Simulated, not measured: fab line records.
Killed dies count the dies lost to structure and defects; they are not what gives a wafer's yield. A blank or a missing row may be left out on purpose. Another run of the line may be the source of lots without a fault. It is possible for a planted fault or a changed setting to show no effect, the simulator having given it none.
fab line records | flow berkeleyCmos170 | part 1 of 2: steps 1 to 29 of 42
[record] lots = 5 wafers = 15 lastDay = 12
route steps=331 shown V1@265 M2@271 V2@292
lots untouched by any fault: they come from a run of this same line in which no faults occurred
startH: the number of hours between the record's first day and the start of the first shown wafer of the lot | waitH: hours elapsed since this lot's preceding step | " same as the row above | L1.1+2: one row covering several wafers at once | - value missing, or start not given | * or withheld: withheld | < > ~ a bound
route shown NAME@n: a module of which the file shows steps, and the number in the route of the first | usual: mean/standard deviation taken from wafers without a fault | same: alike in all rows | chamber/n: place in a boat | sites: each site's reading | _std_site: how widely they spread, as a standard deviation | _edge_site: outer sites' mean less inner sites' | radiusMm: how far each site lies from the wafer's centre | mask NAME#n: copy n | behind: tool/chamber where the wafer was last shaped | hold: cause of the lot's hold/its duration in hours/its outcome | device: the transistor (n, p or np) that didn't switch | end of line: at the end of the route, the tests of the same wafers | a step given without rows: its recipe and nothing more | killed: count of dies lost to structure and defects at first sort (not the wafer's yield) | map: a wafer's dies, marking killed ones x, the rest . and places with no die _
set.NAME: the setting as run; set.NAME@STEP: as run at that earlier step | model.NAME: the simulator's own value behind a step, which no gauge read
lots seen at some steps along the route; tables by step, rows by wafer
services: from which hour (startH, from the record's first day; less than 0 if before it) a tool's chamber was out of use, for how many hours, and why
[[steps]]
[step UCB170_V1_DEVELOP_11]
[recipe] developer = TMAH developTimeS = 45 resist = KrF devTempC = 21
// columns lot.wafer tool chamber startH waitH
L079.1+5+6 lithoTrack-03 0 - -
L086.3+5+6 lithoTrack-04 0 - -
L088.4+5+6 lithoTrack-03 0 - -
L090.1+5+6 lithoTrack-01 0 - -
L092.1+2+4 lithoTrack-01 0 - -
[step UCB170_V1_CD_MEAS_12]
[recipe] targetCdNm = 700
[usual] cdNm = 700.0/1.7
// columns lot.wafer tool chamber startH waitH cdNm
L079.1 cdSem-02 - 215.11 - 703.6
L079.5 " - " " 702.1
L079.6 " - " " 703.3
L086.3 cdSem-02 - 238.17 - 699.6
L086.5 " - " " 699.8
L086.6 " - " " 700.2
L088.4 cdSem-02 - 254.24 - 701.2
L088.5 " - " " 700.5
L088.6 " - " " 701.1
L090.1 cdSem-01 - 261.04 - 701.0
L090.5 " - " " 702.5
L090.6 " - " " 702.1
L092.1 cdSem-02 - 271.75 - 700.2
L092.2 " - " " 700.3
L092.4 " - " " 701.8
[step UCB170_V1_OVL_MEAS_13]
[usual] V1_OVL = -2/5.8
// columns lot.wafer tool chamber startH waitH V1_OVL[nm]
L079.1 overlay-01 - 215.23 0.1 -11
L079.5 " - " " -9
L079.6 " - " " -5
L086.3 overlay-02 - 238.26 0.1 3
L086.5 " - " " 2
L086.6 " - " " 8
L088.4 overlay-01 - 254.32 0.1 10
L088.5 " - " " 10
L088.6 " - " " 7
L090.1 overlay-01 - 261.16 0.1 0
L090.5 " - " " -10
L090.6 " - " " -3
L092.1 overlay-02 - 271.87 0.1 4
L092.2 " - " " 1
L092.4 " - " " -6
[step UCB170_V1_ETCH_14]
[recipe] chemistry = CHF3/CF4/Ar target = SiO2 stopOn = Al CHF3_flow_sccm = 45 cf4FlowSccm = 15 Ar_flow_sccm = 150 pressureMtorr = 200 rfW = 700 targetDepthA = 12500 overEtchFrac = 0.25 timeS = 283.1
[usual] drypumpMotorCurrentA = 5.8/0.42 oesProductAu = 0.889/0.012 throttleValvePct = 6.95/0.12
[same] overEtchFrac = 0.25
// columns lot.wafer tool chamber startH waitH drypumpMotorCurrentA oesProductAu rfHoursCounterH throttleValvePct
L079.1 rieDiel-03 2 215.27 0.0 5.8 0.901 82 7.09
L079.5 " 1 " " 5.6 0.899 - 7.05
L079.6 " 0 " " 5.6 0.896 - 6.91
L086.3 rieDiel-03 2 238.29 0.0 5.7 0.898 83 7.11
L086.5 " 3 " " 6.4 0.896 - 7.06
L086.6 " 2 " " 5.8 0.890 - 7.12
L088.4 rieDiel-02 3 254.34 0.0 6.1 0.872 66 7.01
L088.5 " 3 " " 6.1 0.879 - 7.02
L088.6 " 0 " " 6.2 0.892 - 7.10
L090.1 rieDiel-02 3 261.20 0.0 6.1 0.879 67 7.01
L090.5 " 3 " " 6.1 0.878 - 7.01
L090.6 " 2 " " 5.5 0.911 - 6.99
L092.1 rieDiel-04 0 271.91 0.0 5.7 0.882 10 6.72
L092.2 " 3 " " 5.9 0.876 9 6.87
L092.4 " 2 " " 4.9 0.905 95 6.96
[step UCB170_V1_STRIP_15]
[recipe] chemistry = O2 powerW = 400 pressureMtorr = 3500 platenTempC = withheld o2FlowSccm = 400 overashFraction = 0.5
[usual] drypumpMotorCurrentA = 5.9/0.43 oesProductAu = 0.723/0.0042 stripTimeToEndpointS = 15.50/0.11
// columns lot.wafer tool chamber startH waitH drypumpMotorCurrentA oesProductAu rfHoursCounterH stripTimeToEndpointS
L079.1 plasmaAsher-01 1 215.45 0.1 5.4 0.727 11 15.36
L079.5 " 1 " " 5.4 0.729 - 15.37
L079.6 " 0 " " 6.4 0.724 - 15.57
L086.3 plasmaAsher-02 0 238.50 0.1 6.4 0.727 - 15.42
L086.5 " 1 " " 5.9 0.722 - 15.50
L086.6 " 0 " " 6.4 0.716 - 15.43
L088.4 plasmaAsher-01 0 254.55 0.1 6.4 0.720 - 15.46
L088.5 " 0 " " 6.4 0.729 - 15.61
L088.6 " 1 " " 5.4 0.722 - 15.61
L090.1 plasmaAsher-02 0 261.38 0.1 6.4 0.724 56 15.37
L090.5 " 0 " " 6.4 0.728 - 15.44
L090.6 " 1 " " 5.9 0.719 - 15.56
L092.1 plasmaAsher-01 1 272.08 0.1 5.4 0.727 19 15.61
L092.2 " 0 " " 6.4 0.721 19 15.46
L092.4 " 1 " " 5.4 0.726 - 15.44
[step UCB170_V1_CD_MEAS_90]
[recipe] targetCdNm = 700
[usual] cdNm = 700.0/1.8
// columns lot.wafer tool chamber startH waitH cdNm
L079.1 cdSem-01 - 215.55 0.1 703.6
L079.5 " - " " 703.2
L079.6 " - " " 703.2
L086.3 cdSem-01 - 238.61 0.1 700.4
L086.5 " - " " 699.8
L086.6 " - " " 700.4
L088.4 cdSem-02 - 254.74 0.2 700.4
L088.5 " - " " 700.5
L088.6 " - " " 701.3
L090.1 cdSem-01 - 261.48 0.1 700.9
L090.5 " - " " 702.6
L090.6 " - " " 701.7
L092.1 cdSem-02 - 272.18 0.1 698.9
L092.2 " - " " 700.3
L092.4 " - " " 702.0
[step UCB170_M2_PRE_CLEAN_00]
[recipe] gas = Ar precleanEtchTimeS = 60
// columns lot.wafer tool chamber startH waitH
L079.1+5+6 pvdSputter-02 - 215.67 0.1
L086.3+5+6 pvdSputter-01 - 238.69 0.1
L088.4+5+6 pvdSputter-02 - 254.80 0.0
L090.1+5+6 pvdSputter-01 - 261.60 0.1
L092.1+2+4 pvdSputter-02 - 272.30 0.1
[step UCB170_M2_SPUTTER_01]
[recipe] material = Al targetThkNm = 900 timeS = 120 powerW = 6000 chamberPressurePa = 0.5
[usual] throttleValvePct = 30.0/0.89
// columns lot.wafer tool chamber startH waitH throttleValvePct
L079.1 pvdSputter-02 - 215.73 0.0 30.7
L079.5 " - " " 30.9
L079.6 " - " " 31.2
L086.3 pvdSputter-01 - 238.75 0.0 30.1
L086.5 " - " " 30.0
L086.6 " - " " 28.4
L088.4 pvdSputter-02 - 254.87 0.0 30.6
L088.5 " - " " 30.8
L088.6 " - " " 31.1
L090.1 pvdSputter-01 - 261.66 0.0 28.0
L090.5 " - " " 29.1
L090.6 " - " " 30.5
L092.1 pvdSputter-02 - 272.37 0.0 31.1
L092.2 " - " " 31.0
L092.4 " - " " 30.8
[step UCB170_M2_RS_MEAS_02]
[recipe] thkMeasGauge = four-point-probe reads = Al_of_M2_SPUTTER_01
[usual] M2_AL_RS = 0.0322/0.00041
// columns lot.wafer tool chamber startH waitH M2_AL_RS[ohm/sq]
L079.1 filmMetro-01 - 215.82 0.0 0.0326
L079.5 " - " " 0.0324
L079.6 " - " " 0.0329
L086.3 filmMetro-04 - 238.88 0.1 0.0318
L086.5 " - " " 0.0327
L086.6 " - " " 0.0325
L088.4 filmMetro-04 - 255.01 0.1 0.0322
L088.5 " - " " 0.0322
L088.6 " - " " 0.0324
L090.1 filmMetro-04 - 261.75 0.0 0.0318
L090.5 " - " " 0.0314
L090.6 " - " " 0.0313
L092.1 filmMetro-02 - 272.45 0.0 0.0328
L092.2 " - " " 0.0318
L092.4 " - " " 0.0325
[step UCB170_M2_THK_MEAS_03]
[recipe] thkMeasGauge = xrf reads = Al_of_M2_SPUTTER_01
[usual] M2_AL_THK = 897/12
// columns lot.wafer tool chamber startH waitH M2_AL_THK[nm]
L079.1 filmMetro-01 - 215.94 0.1 893
L079.5 " - " " 895
L079.6 " - " " 888
L086.3 filmMetro-04 - 238.98 0.1 911
L086.5 " - " " 884
L086.6 " - " " 893
L088.4 filmMetro-04 - 255.10 0.1 901
L088.5 " - " " 899
L088.6 " - " " 904
L090.1 filmMetro-04 - 261.87 0.1 913
L090.5 " - " " 921
L090.6 " - " " 927
L092.1 filmMetro-02 - 272.57 0.1 879
L092.2 " - " " 900
L092.4 " - " " 887
[step UCB170_M2_HMDS_04]
[recipe] primeTimeS = 60 primeTempC = 100
// columns lot.wafer tool chamber startH waitH
L079.1+5+6 lithoTrack-03 0 216.00 0.1
L086.3+5+6 lithoTrack-02 0 239.07 0.1
L088.4+5+6 lithoTrack-01 0 255.20 0.1
L090.1+5+6 lithoTrack-03 0 262.39 0.5
L092.1+2+4 lithoTrack-03 0 272.63 0.1
[step UCB170_M2_COAT_05]
[recipe] resist = KrF spinRpm = 1500 resistThkNm = 900
// columns lot.wafer tool chamber startH waitH
L079.1+5+6 lithoTrack-03 0 216.15 0.1
L086.3+5+6 lithoTrack-02 0 239.22 0.1
L088.4+5+6 lithoTrack-01 0 255.35 0.1
L090.1+5+6 lithoTrack-03 0 262.54 0.1
L092.1+2+4 lithoTrack-03 0 272.78 0.1
[step UCB170_M2_SOFTBAKE_06]
[recipe] resist = KrF tempC = 130 timeS = 60
// columns lot.wafer tool chamber startH waitH
L079.1+5+6 lithoTrack-03 0 216.30 0.1
L086.3+5+6 lithoTrack-02 0 239.37 0.1
L088.4+5+6 lithoTrack-01 0 255.50 0.1
L090.1+5+6 lithoTrack-03 0 262.69 0.1
L092.1+2+4 lithoTrack-03 0 272.93 0.1
[step UCB170_M2_STRIP_07]
[recipe] chemistry = O2 powerW = 400 pressureMtorr = 3500 platenTempC = withheld o2FlowSccm = 400 overashFraction = 0.5
[usual] drypumpMotorCurrentA = 5.9/0.49 oesProductAu = 0.734/0.0046 stripTimeToEndpointS = 21.95/0.07
// columns lot.wafer tool chamber startH waitH drypumpMotorCurrentA oesProductAu rfHoursCounterH stripTimeToEndpointS
L079.1 plasmaAsher-03 0 216.45 0.1 5.6 0.729 46 21.91
L079.5 " 1 " " 5.3 0.742 - 21.85
L079.6 " 0 " " 5.6 0.735 - 21.82
L086.3 plasmaAsher-04 0 239.50 0.1 6.6 0.732 - 21.94
L086.5 " 1 " " 6.1 0.736 - 21.96
L086.6 " 0 " " 6.6 0.725 - 21.95
L088.4 plasmaAsher-04 0 255.61 0.1 6.6 0.730 - 22.02
L088.5 " 0 " " 6.6 0.738 - 21.98
L088.6 " 1 " " 6.1 0.737 - 22.01
L090.1 plasmaAsher-01 0 262.84 0.1 6.4 0.735 18 21.90
L090.5 " 1 " " 5.4 0.742 - 21.97
L090.6 " 0 " " 6.4 0.742 - 21.91
L092.1 plasmaAsher-04 0 273.08 0.1 6.6 0.727 53 21.96
L092.2 " 1 " " 6.1 0.723 53 21.93
L092.4 " 0 " " 6.6 0.740 - 21.87
[step UCB170_M2_STRIP_08]
[recipe] chemistry = DMSO tempC = 80 timeS = 600 material = KrF
[usual] bathHeatDutyPct = 17.8/1.7
// columns lot.wafer tool chamber startH waitH bathHeatDutyPct
L079.1 wetBench-03 0 216.55 0.1 18.1
L079.5 " 0 " " 17.8
L079.6 " 0 " " 16.7
L086.3 wetBench-04 1 240.84 1.3 16.2
L086.5 " 1 " " 16.2
L086.6 " 1 " " 16.6
L088.4 wetBench-03 2 255.80 0.2 18.9
L088.5 " 2 " " 18.3
L088.6 " 2 " " 18.0
L090.1 wetBench-01 0 262.94 0.1 20.0
L090.5 " 0 " " 20.6
L090.6 " 0 " " 20.7
L092.1 wetBench-03 3 273.18 0.1 17.0
L092.2 " 3 " " 15.2
L092.4 " 3 " " 16.1
[step UCB170_M2_COAT_09]
[recipe] resist = BARC tempC = withheld timeS = withheld spinRpm = 3000 resistThkNm = withheld
// columns lot.wafer tool chamber startH waitH
L079.1+5+6 lithoTrack-03 0 216.72 0.0
L086.3+5+6 lithoTrack-01 0 241.07 0.1
L088.4+5+6 lithoTrack-02 0 256.12 0.1
L090.1+5+6 lithoTrack-01 0 263.77 0.7
L092.1+2+4 lithoTrack-03 0 273.38 0.0
[step UCB170_M2_COAT_10]
[recipe] resist = KrF spinRpm = 1500 resistThkNm = 900
// columns lot.wafer tool chamber startH waitH
L079.1+5+6 lithoTrack-03 0 - -
L086.3+5+6 lithoTrack-01 0 - -
L088.4+5+6 lithoTrack-02 0 - -
L090.1+5+6 lithoTrack-01 0 - -
L092.1+2+4 lithoTrack-03 0 - -
[step UCB170_M2_SOFTBAKE_11]
[recipe] resist = KrF tempC = 130 timeS = 60
// columns lot.wafer tool chamber startH waitH
L079.1+5+6 lithoTrack-03 0 - -
L086.3+5+6 lithoTrack-01 0 - -
L088.4+5+6 lithoTrack-02 0 - -
L090.1+5+6 lithoTrack-01 0 - -
L092.1+2+4 lithoTrack-03 0 - -
[step UCB170_M2_EXPOSE_12]
[recipe] maskId = METAL2 targetCdNm = 700 na = 0.5 sigmaOuter = 0.6 sourceShape = conventional doseMj = 26.25
// columns lot.wafer tool chamber startH waitH mask
L079.1+5+6 krfScanner-02 0 217.30 - METAL2#0
L086.3+5+6 krfScanner-01 0 241.90 - METAL2#0
L088.4+5+6 krfScanner-02 0 256.68 - METAL2#0
L090.1+5+6 krfScanner-01 0 264.34 - METAL2#0
L092.1+2+4 krfScanner-02 0 273.95 - METAL2#0
[step UCB170_M2_PEB_13]
[recipe] pebTempC = 130 pebTimeS = withheld resist = KrF
// columns lot.wafer tool chamber startH waitH
L079.1+5+6 lithoTrack-02 0 217.50 0.2
L086.3+5+6 lithoTrack-01 0 242.03 0.1
L088.4+5+6 lithoTrack-03 0 256.81 0.1
L090.1+5+6 lithoTrack-01 0 265.39 1.0
L092.1+2+4 lithoTrack-02 0 274.07 0.1
[step UCB170_M2_DEVELOP_14]
[recipe] developer = TMAH developTimeS = 45 resist = KrF devTempC = 21
// columns lot.wafer tool chamber startH waitH
L079.1+5+6 lithoTrack-02 0 - -
L086.3+5+6 lithoTrack-01 0 - -
L088.4+5+6 lithoTrack-03 0 - -
L090.1+5+6 lithoTrack-01 0 - -
L092.1+2+4 lithoTrack-02 0 - -
[step UCB170_M2_CD_MEAS_15]
[recipe] targetCdNm = 700
[usual] cdNm = 700.0/1.2
// columns lot.wafer tool chamber startH waitH cdNm
L079.1 cdSem-02 - 217.78 - 701.9
L079.5 " - " " 701.8
L079.6 " - " " 701.3
L086.3 cdSem-02 - 242.30 - 701.4
L086.5 " - " " 701.4
L086.6 " - " " 700.6
L088.4 cdSem-01 - 257.07 - 702.1
L088.5 " - " " 702.1
L088.6 " - " " 701.9
L090.1 cdSem-02 - 265.67 - 699.4
L090.5 " - " " 699.9
L090.6 " - " " 700.1
L092.1 cdSem-01 - 274.34 - 698.9
L092.2 " - " " 700.7
L092.4 " - " " 700.0
[step UCB170_M2_OVL_MEAS_16]
[usual] M2_OVL = -1/5.7
// columns lot.wafer tool chamber startH waitH M2_OVL[nm]
L079.1 overlay-01 - 217.90 0.1 5
L079.5 " - " " 1
L079.6 " - " " 4
L086.3 overlay-02 - 242.39 0.1 6
L086.5 " - " " 4
L086.6 " - " " 10
L088.4 overlay-01 - 257.15 0.1 -7
L088.5 " - " " -1
L088.6 " - " " 0
L090.1 overlay-01 - 265.79 0.1 9
L090.5 " - " " 1
L090.6 " - " " 1
L092.1 overlay-01 - 274.46 0.1 0
L092.2 " - " " 0
L092.4 " - " " -1
[step UCB170_M2_ETCH_17]
[recipe] chemistry = N2/H2 targetDepthA = withheld overetchA = withheld target = BARC timeS = withheld sourceW = 500 biasW = 100 pressureMtorr = 30 n2FlowSccm = 100 h2FlowSccm = 200
[usual] drypumpMotorCurrentA = 5.8/0.36 oesProductAu = 1.003/0.013 throttleValvePct = 13.35/0.2
// columns lot.wafer tool chamber startH waitH drypumpMotorCurrentA oesProductAu throttleValvePct
L079.1 rieDiel-03 3 217.93 0.0 6.5 1.010 13.55
L079.5 " 2 " " 5.8 1.004 13.35
L079.6 " 3 " " 6.5 1.011 13.56
L086.3 rieDiel-03 2 242.41 0.0 5.7 1.006 13.33
L086.5 " 3 " " 6.5 1.009 13.54
L086.6 " 0 " " 5.6 1.031 13.26
L088.4 rieDiel-03 3 257.17 0.0 6.5 1.009 13.54
L088.5 " 0 " " 5.6 1.010 13.25
L088.6 " 1 " " 5.6 1.005 13.36
L090.1 rieDiel-02 2 265.82 0.0 5.5 1.019 13.37
L090.5 " 2 " " 5.5 1.017 13.35
L090.6 " 3 " " 6.1 1.007 13.50
L092.1 rieDiel-03 3 274.50 0.0 6.4 1.015 13.55
L092.2 " 0 " " 5.6 1.029 13.26
L092.4 " 1 " " 5.6 1.018 13.36
[step UCB170_M2_METAL_ETCH_18]
[recipe] chemistry = Cl2/BCl3 target = Al stopOn = SiO2 pressureMtorr = 12 targetDepthA = 11700 overEtchFrac = 0.3 timeS = 195 icpW = 600 biasW = 120 Cl2_flow_sccm = 90 bcl3FlowSccm = 45
[usual] bcl3FlowSccm = 45.01/0.12 drypumpMotorCurrentA = 6.0/0.33 oesProductAu = 0.861/0.016 throttleValvePct = 24.46/0.25
[same] overEtchFrac = 0.3
// columns lot.wafer tool chamber startH waitH bcl3FlowSccm drypumpMotorCurrentA oesProductAu rfHoursCounterH throttleValvePct
L079.1 rieMetal-02 1 217.97 - 45.18 6.0 0.854 11 24.43
L079.5 " 1 " " 45.06 6.0 0.865 - 24.44
L079.6 " 1 " " 45.14 6.0 0.853 - 24.44
L086.3 rieMetal-01 0 242.52 - 44.85 6.3 0.840 - 23.89
L086.5 " 0 " " 45.11 6.3 0.827 - 23.90
L086.6 " 1 " " 44.96 5.7 0.851 - 24.58
L088.4 rieMetal-01 0 257.27 - 44.88 6.4 0.833 - 23.89
L088.5 " 1 " " 45.19 5.7 0.861 - 24.55
L088.6 " 0 " " 45.22 6.4 0.842 - 23.91
L090.1 rieMetal-04 0 265.86 - 45.35 6.2 0.892 10 24.62
L090.5 " 1 " " 45.07 5.5 0.889 - 24.62
L090.6 " 0 " " 45.09 6.1 0.895 - 24.63
L092.1 rieMetal-04 1 274.54 - 45.07 5.5 0.860 2 24.65
L092.2 " 0 " " 44.90 6.1 0.882 11 24.64
L092.4 " 1 " " 44.93 5.5 0.867 - 24.64
[step UCB170_M2_STRIP_19]
[recipe] chemistry = O2 powerW = 400 pressureMtorr = 3500 platenTempC = withheld o2FlowSccm = 400 overashFraction = 0.5
[usual] drypumpMotorCurrentA = 5.9/0.49 oesProductAu = 0.542/0.016
// columns lot.wafer tool chamber startH waitH drypumpMotorCurrentA oesProductAu rfHoursCounterH
L079.1 plasmaAsher-03 1 218.35 0.3 5.3 0.554 46
L079.5 " 0 " " 5.6 0.560 -
L079.6 " 1 " " 5.3 0.551 -
L086.3 plasmaAsher-04 1 242.68 0.1 6.1 0.549 -
L086.5 " 0 " " 6.6 0.573 -
L086.6 " 1 " " 6.1 0.521 -
L088.4 plasmaAsher-01 1 257.43 0.1 5.4 0.536 -
L088.5 " 0 " " 6.4 0.525 -
L088.6 " 1 " " 5.4 0.559 -
L090.1 plasmaAsher-01 1 266.05 0.1 5.4 0.562 18
L090.5 " 0 " " 6.4 0.540 -
L090.6 " 1 " " 5.4 0.554 -
L092.1 plasmaAsher-01 1 274.73 0.1 5.4 0.545 19
L092.2 " 0 " " 6.4 0.538 19
L092.4 " 0 " " 6.4 0.532 -
[step UCB170_M2_CD_MEAS_90]
[recipe] targetCdNm = 700
[usual] cdNm = 700.7/2.9
// columns lot.wafer tool chamber startH waitH cdNm
L079.1 cdSem-01 - 218.45 0.1 700.3
L079.5 " - " " 701.7
L079.6 " - " " 702.1
L086.3 cdSem-02 - 242.80 0.1 699.2
L086.5 " - " " 700.2
L086.6 " - " " 700.4
L088.4 cdSem-01 - 257.64 0.2 700.6
L088.5 " - " " 702.4
L088.6 " - " " 700.9
L090.1 cdSem-01 - 266.15 0.1 704.3
L090.5 " - " " 699.1
L090.6 " - " " 702.1
L092.1 cdSem-02 - 274.83 0.1 699.5
L092.2 " - " " 704.7
L092.4 " - " " 701.3
[step UCB170_V2_CVD_00]
[recipe] material = SiO2 targetThkNm = 2000 tempC = 390 precursor = TEOS/O2 timeS = 250 rfW = 550 pressureMtorr = 9000
[usual] heaterPowerW = 246/57
// columns lot.wafer tool chamber startH waitH heaterPowerW
L079.1 pecvd-01 2 218.57 0.1 255
L079.5 " 0 " " 358
L079.6 " 2 " " 299
L086.3 pecvd-02 0 242.88 0.1 208
L086.5 " 2 " " 338
L086.6 " 0 " " 257
L088.4 pecvd-01 2 257.78 0.1 232
L088.5 " 0 " " 274
L088.6 " 1 " " 144
L090.1 pecvd-03 0 266.27 0.1 218
L090.5 " 0 " " 285
L090.6 " 2 " " 275
L092.1 pecvd-02 0 274.95 0.1 248
L092.2 " 2 " " 322
L092.4 " 2 " " 241
[step UCB170_V2_THK_MEAS_01]
[recipe] reads = SiO2_of_V2_CVD_00
[usual] V2_TEOS_THK = 1997/30
// columns lot.wafer tool chamber startH waitH V2_TEOS_THK[nm]
L079.1 filmMetro-04 - 218.73 0.1 2017
L079.5 " - " " 2008
L079.6 " - " " 2034
L086.3 filmMetro-04 - 243.06 0.1 1980
L086.5 " - " " 1995
L086.6 " - " " 2030
L088.4 filmMetro-04 - 257.88 0.0 2005
L088.5 " - " " 2036
L088.6 " - " " 2041
L090.1 filmMetro-02 - 266.43 0.1 1933
L090.5 " - " " 1963
L090.6 " - " " 2042
L092.1 filmMetro-04 - 275.10 0.1 1971
L092.2 " - " " 1966
L092.4 " - " " 1987
